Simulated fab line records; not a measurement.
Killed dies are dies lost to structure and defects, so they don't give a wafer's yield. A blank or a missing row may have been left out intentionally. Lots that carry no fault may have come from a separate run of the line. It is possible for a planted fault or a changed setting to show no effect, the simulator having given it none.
fab line records | flow berkeleyCmos170
record lots=5 | wafers=15 | lastDay=11
route steps=331 shown PFIELD@85 FIELD@89 SACOX@97
lots untouched by any fault: they come from a run of this same line in which no faults occurred
startH: start of the lot's first displayed wafer, in hours after the record's first day | waitH: hours elapsed since this lot's preceding step | " the same as in the row above | L1.1+2: a single row standing in for several wafers | - no value present, or no start provided | * or withheld: withheld | < > ~ a bound
route shown NAME@n: names a module that has steps shown in the file, with the first one's number in the route | usual: the fault-free wafers' mean and standard deviation | same: alike in all rows | chamber/n: place in a boat | sites: the reading at each site | _std_site: the standard deviation of these | _edge_site: mean of outer sites minus mean of inner sites | radiusMm: for every site, how far away it sits from the centre of the wafer | mask NAME#n: copy n | behind: the most recent tool/chamber to have shaped the wafer | hold: the reason the lot was held/the length of the hold in hours/how it ended | device: the n, p or np transistor that did not switch | end of line: the tests these same wafers got at the end of their route | a step without rows: its recipe alone | killed: not the wafer's yield, but the dies lost to structure and defects at the first sort | map: the dies of a wafer, with x for killed, . for not killed, _ for no die there
set.NAME: the setting as run; set.NAME@STEP: as run at that earlier step | model.NAME: the simulator's own value behind a step, which no gauge read
lots seen at some steps along the route; tables by step, rows by wafer
services: the hour from which a tool's chamber was out of use, counted from the record's first day as startH (under 0 if before that day), plus the number of hours and why
## steps
# step UCB170_PFIELD_OVL_MEAS_06
# usual PFIELD_OVL=1/5.8
lot.wafer | tool       | chamber | startH | waitH | PFIELD_OVL[nm]
L075.4    | overlay-01 | -       | 99.87  | -     | -2
L075.5    | "          | -       | "      | "     | 3
L075.6    | "          | -       | "      | "     | -11
L078.3    | overlay-01 | -       | 118.70 | -     | 1
L078.4    | "          | -       | "      | "     | 0
L078.5    | "          | -       | "      | "     | -1
L080.1    | overlay-02 | -       | 125.62 | -     | 3
L080.3    | "          | -       | "      | "     | 2
L080.5    | "          | -       | "      | "     | -5
L085.2    | overlay-02 | -       | 164.65 | -     | -3
L085.3    | "          | -       | "      | "     | 6
L085.4    | "          | -       | "      | "     | 2
L088.1    | overlay-02 | -       | 170.29 | -     | -2
L088.2    | "          | -       | "      | "     | -12
L088.3    | "          | -       | "      | "     | -4
# step UCB170_PFIELD_IMPLANT_07
# recipe species=B | doseCm2=2e+13 | energyKev=80 | tiltDeg=7
# usual endStationPressureTorr=5.01e-06/2.7e-07
lot.wafer | tool         | chamber | startH | waitH | endStationPressureTorr
L075.4    | implanter-02 | 0       | 99.96  | 0.1   | 5.17e-06
L075.5    | "            | 0       | "      | "     | 4.91e-06
L075.6    | "            | 0       | "      | "     | 4.71e-06
L078.3    | implanter-02 | 0       | 118.78 | 0.1   | 5.11e-06
L078.4    | "            | 0       | "      | "     | 5.21e-06
L078.5    | "            | 0       | "      | "     | 5.31e-06
L080.1    | implanter-02 | 0       | 125.66 | 0.0   | 4.54e-06
L080.3    | "            | 0       | "      | "     | 5.23e-06
L080.5    | "            | 0       | "      | "     | 5.18e-06
L085.2    | implanter-04 | 0       | 164.71 | 0.0   | 4.99e-06
L085.3    | "            | 0       | "      | "     | 5.12e-06
L085.4    | "            | 0       | "      | "     | 4.75e-06
L088.1    | implanter-04 | 0       | 170.32 | 0.0   | 5.05e-06
L088.2    | "            | 0       | "      | "     | 5.15e-06
L088.3    | "            | 0       | "      | "     | 5.15e-06
# step UCB170_PFIELD_STRIP_08
# recipe chemistry=O2 | powerW=400 | pressureMtorr=3500 | platenTempC=withheld | o2FlowSccm=400 | overashFraction=0.5
# usual drypumpMotorCurrentA=5.81/0.26 | oesProductAu=0.735/0.0047 | stripTimeToEndpointS=21.66/0.066
lot.wafer | tool           | chamber | startH | waitH | drypumpMotorCurrentA | oesProductAu | rfHoursCounterH | stripTimeToEndpointS
L075.4    | plasmaAsher-03 | 1       | 100.07 | 0.1   | 5.55                 | 0.731        | -               | 21.59
L075.5    | "              | 1       | "      | "     | 5.53                 | 0.740        | -               | 21.60
L075.6    | "              | 0       | "      | "     | 5.81                 | 0.737        | -               | 21.59
L078.3    | plasmaAsher-01 | 1       | 118.91 | 0.1   | 5.53                 | 0.736        | -               | 21.68
L078.4    | "              | 0       | "      | "     | 6.00                 | 0.727        | -               | 21.60
L078.5    | "              | 1       | "      | "     | 5.53                 | 0.741        | -               | 21.67
L080.1    | plasmaAsher-01 | 0       | 125.81 | 0.1   | 5.98                 | 0.732        | 1               | 21.48
L080.3    | "              | 0       | "      | "     | 5.96                 | 0.737        | -               | 21.55
L080.5    | "              | 1       | "      | "     | 5.51                 | 0.738        | -               | 21.52
L085.2    | plasmaAsher-04 | 1       | 164.83 | 0.1   | 5.91                 | 0.731        | 41              | 21.57
L085.3    | "              | 1       | "      | "     | 5.90                 | 0.733        | -               | 21.58
L085.4    | "              | 0       | "      | "     | 6.32                 | 0.729        | -               | 21.66
L088.1    | plasmaAsher-01 | 1       | 170.47 | 0.1   | 5.53                 | 0.733        | 6               | 21.57
L088.2    | "              | 0       | "      | "     | 6.00                 | 0.741        | 6               | 21.63
L088.3    | "              | 0       | "      | "     | 6.01                 | 0.735        | -               | 21.62
# step UCB170_PFIELD_TW_MEAS_09
# usual PFIELD_TW=601/4.1
lot.wafer | tool         | chamber | startH | waitH | PFIELD_TW
L075.4    | filmMetro-01 | -       | 100.17 | 0.1   | 601
L075.5    | "            | -       | "      | "     | 606
L075.6    | "            | -       | "      | "     | 602
L078.3    | filmMetro-02 | -       | 119.00 | 0.1   | 602
L078.4    | "            | -       | "      | "     | 603
L078.5    | "            | -       | "      | "     | 600
L080.1    | filmMetro-01 | -       | 125.91 | 0.1   | 599
L080.3    | "            | -       | "      | "     | 604
L080.5    | "            | -       | "      | "     | 602
L085.2    | filmMetro-03 | -       | 164.94 | 0.1   | 601
L085.3    | "            | -       | "      | "     | 599
L085.4    | "            | -       | "      | "     | 599
L088.1    | filmMetro-02 | -       | 170.57 | 0.1   | 598
L088.2    | "            | -       | "      | "     | 603
L088.3    | "            | -       | "      | "     | 597
# step UCB170_FIELD_CLEAN_00
# recipe chemistry=dHF | dilution=25:1 | timeS=7.5
# same timeS=7.5
lot.wafer  | tool        | chamber | startH | waitH
L075.4+5+6 | wetBench-02 | 3       | 100.61 | 0.4
L078.3+4+5 | wetBench-02 | 3       | 119.04 | 0.0
L080.1+3+5 | wetBench-03 | 0       | 127.51 | 1.6
L085.2+3+4 | wetBench-01 | 1       | 164.99 | 0.0
L088.1+2+3 | wetBench-01 | 0       | 170.63 | 0.1
# step UCB170_FIELD_OXIDATION_01
# recipe tempC=1000 | ambient=H2O | pH2oTorr=584.62 | targetThkA=5583 | oxTimeS=7200
# usual spikeTcSourceC=1022.4/1.9
lot.wafer | tool       | chamber | startH | waitH | spikeTcSourceC
L075.4    | furnace-04 | 0       | 105.10 | 4.5   | 1023.5
L075.5    | "          | 0       | "      | "     | 1022.5
L075.6    | "          | 0       | "      | "     | 1023.3
L078.3    | furnace-02 | 0       | 123.19 | 4.1   | 1024.1
L078.4    | "          | 0       | "      | "     | 1024.5
L078.5    | "          | 0       | "      | "     | 1023.7
L080.1    | furnace-04 | 0       | 134.79 | 7.3   | 1021.6
L080.3    | "          | 0       | "      | "     | 1023.0
L080.5    | "          | 0       | "      | "     | 1021.8
L085.2    | furnace-04 | 0       | 167.90 | 2.9   | 1023.7
L085.3    | "          | 0       | "      | "     | 1023.1
L085.4    | "          | 0       | "      | "     | 1021.0
L088.1    | furnace-01 | 0       | 171.99 | 1.3   | 1021.4
L088.2    | "          | 0       | "      | "     | 1022.5
L088.3    | "          | 0       | "      | "     | 1019.5
# step UCB170_FIELD_THK_MEAS_02
# recipe reads=SiO2_of_FIELD_OXIDATION_01
# usual FIELD_OXIDE_THK=556/11
lot.wafer | tool         | chamber | startH | waitH | FIELD_OXIDE_THK[nm]
L075.4    | filmMetro-02 | -       | 108.13 | 0.0   | 570
L075.5    | "            | -       | "      | "     | 565
L075.6    | "            | -       | "      | "     | 576
L078.3    | filmMetro-01 | -       | 126.21 | 0.0   | 557
L078.4    | "            | -       | "      | "     | 552
L078.5    | "            | -       | "      | "     | 542
L080.1    | filmMetro-02 | -       | 137.79 | 0.0   | 546
L080.3    | "            | -       | "      | "     | 555
L080.5    | "            | -       | "      | "     | 552
L085.2    | filmMetro-02 | -       | 170.91 | 0.0   | 561
L085.3    | "            | -       | "      | "     | 565
L085.4    | "            | -       | "      | "     | 551
L088.1    | filmMetro-04 | -       | 175.05 | 0.1   | 554
L088.2    | "            | -       | "      | "     | 563
L088.3    | "            | -       | "      | "     | 559
# step UCB170_FIELD_ANNEAL_03
# recipe tempC=1000 | timeS=1200 | ambient=N2
# usual spikeTcSourceC=1022.6/2
# same timeS=1200
lot.wafer | tool       | chamber | startH | waitH | spikeTcSourceC
L075.4    | furnace-04 | 0       | 112.85 | 4.7   | 1023.3
L075.5    | "          | 0       | "      | "     | 1023.9
L075.6    | "          | 0       | "      | "     | 1023.5
L078.3    | furnace-02 | 0       | 133.59 | 7.4   | 1024.7
L078.4    | "          | 0       | "      | "     | 1025.4
L078.5    | "          | 0       | "      | "     | 1024.5
L080.1    | furnace-01 | 0       | 143.92 | 6.1   | 1019.3
L080.3    | "          | 0       | "      | "     | 1021.6
L080.5    | "          | 0       | "      | "     | 1019.8
L085.2    | furnace-04 | 0       | 176.67 | 5.7   | 1023.3
L085.3    | "          | 0       | "      | "     | 1023.2
L085.4    | "          | 0       | "      | "     | 1023.6
L088.1    | furnace-04 | 0       | 176.67 | 1.6   | 1023.2
L088.2    | "          | 0       | "      | "     | 1021.7
L088.3    | "          | 0       | "      | "     | 1022.7
# step UCB170_FIELD_WET_ETCH_04
# recipe chemistry=dHF | dilution=10:1 | target=SiO2 | tempC=25 | timeS=60
# same timeS=60
lot.wafer  | tool        | chamber | startH | waitH
L075.4+5+6 | wetBench-01 | 3       | 114.19 | 0.0
L078.3+4+5 | wetBench-01 | 2       | 134.98 | 0.1
L080.1+3+5 | wetBench-03 | 2       | 145.25 | 0.0
L085.2+3+4 | wetBench-01 | 3       | 178.00 | 0.0
L088.1+2+3 | wetBench-01 | 2       | 178.03 | 0.0
# step UCB170_FIELD_WET_ETCH_05
# recipe chemistry=H3PO4 | target=Si3N4 | tempC=160 | timeS=12600
# same timeS=12600
lot.wafer  | tool        | chamber | startH | waitH
L075.4+5+6 | wetBench-01 | 2       | 114.21 | 0.0
L078.3+4+5 | wetBench-01 | 1       | 135.01 | 0.0
L080.1+3+5 | wetBench-02 | 1       | 145.30 | 0.0
L085.2+3+4 | wetBench-01 | 2       | 178.06 | 0.0
L088.1+2+3 | wetBench-03 | 3       | 180.88 | 2.8
# step UCB170_FIELD_WET_ETCH_06
# recipe chemistry=BOE | dilution=5:1 | target=SiO2 | tempC=25 | timeS=23.05
# same timeS=23.05
lot.wafer  | tool        | chamber | startH | waitH
L075.4+5+6 | wetBench-01 | 3       | 117.72 | 0.0
L078.3+4+5 | wetBench-02 | 1       | 138.52 | 0.0
L080.1+3+5 | wetBench-01 | 2       | 148.95 | 0.1
L085.2+3+4 | wetBench-02 | 3       | 182.02 | 0.1
L088.1+2+3 | wetBench-01 | 3       | 184.39 | 0.0
# step UCB170_FIELD_THK_MEAS_90
# recipe reads=SiO2_of_FIELD_OXIDATION_01
# usual FIELD_OXIDE_LEFT_1_THK=440/11
lot.wafer | tool         | chamber | startH | waitH | FIELD_OXIDE_LEFT_1_THK[nm]
L075.4    | filmMetro-01 | -       | 117.76 | 0.0   | 455
L075.5    | "            | -       | "      | "     | 448
L075.6    | "            | -       | "      | "     | 459
L078.3    | filmMetro-01 | -       | 138.55 | 0.0   | 440
L078.4    | "            | -       | "      | "     | 435
L078.5    | "            | -       | "      | "     | 426
L080.1    | filmMetro-02 | -       | 149.01 | 0.0   | 429
L080.3    | "            | -       | "      | "     | 438
L080.5    | "            | -       | "      | "     | 436
L085.2    | filmMetro-02 | -       | 182.05 | 0.0   | 443
L085.3    | "            | -       | "      | "     | 447
L085.4    | "            | -       | "      | "     | 433
L088.1    | filmMetro-04 | -       | 184.41 | 0.0   | 436
L088.2    | "            | -       | "      | "     | 446
L088.3    | "            | -       | "      | "     | 442
# step UCB170_SACOX_CLEAN_00
# recipe chemistry=dHF | dilution=25:1 | timeS=7.5
# same timeS=7.5
lot.wafer  | tool        | chamber | startH | waitH
L075.4+5+6 | wetBench-01 | 0       | 117.79 | 0.0
L078.3+4+5 | wetBench-04 | 1       | 138.59 | 0.0
L080.1+3+5 | wetBench-01 | 1       | 149.16 | 0.1
L085.2+3+4 | wetBench-02 | 2       | 182.10 | 0.0
L088.1+2+3 | wetBench-01 | 0       | 184.47 | 0.1
## services
tool           | chamber | startH | hours | kind
implanter-04   | -       | 80.15  | 4.5   | repair
plasmaAsher-04 | -       | 87.68  | 1.1   | repair
implanter-04   | -       | 105.22 | 1.0   | repair
plasmaAsher-01 | -       | 108.75 | 9.0   | pm
plasmaAsher-01 | 0       | 108.75 | 9.0   | ventCycle
plasmaAsher-01 | 1       | 108.75 | 9.0   | ventCycle
plasmaAsher-01 | 0       | 117.75 | -     | clean
plasmaAsher-01 | 1       | 117.75 | -     | clean
furnace-02     | -       | 130.45 | 3.1   | pm
furnace-01     | -       | 130.98 | 3.8   | pm
furnace-01     | -       | 134.79 | 5.0   | pm
plasmaAsher-04 | -       | 139.59 | 10.4  | pm
wetBench-04    | -       | 151.85 | 2.1   | repair
furnace-04     | -       | 159.65 | 3.7   | pm
## key
fault none
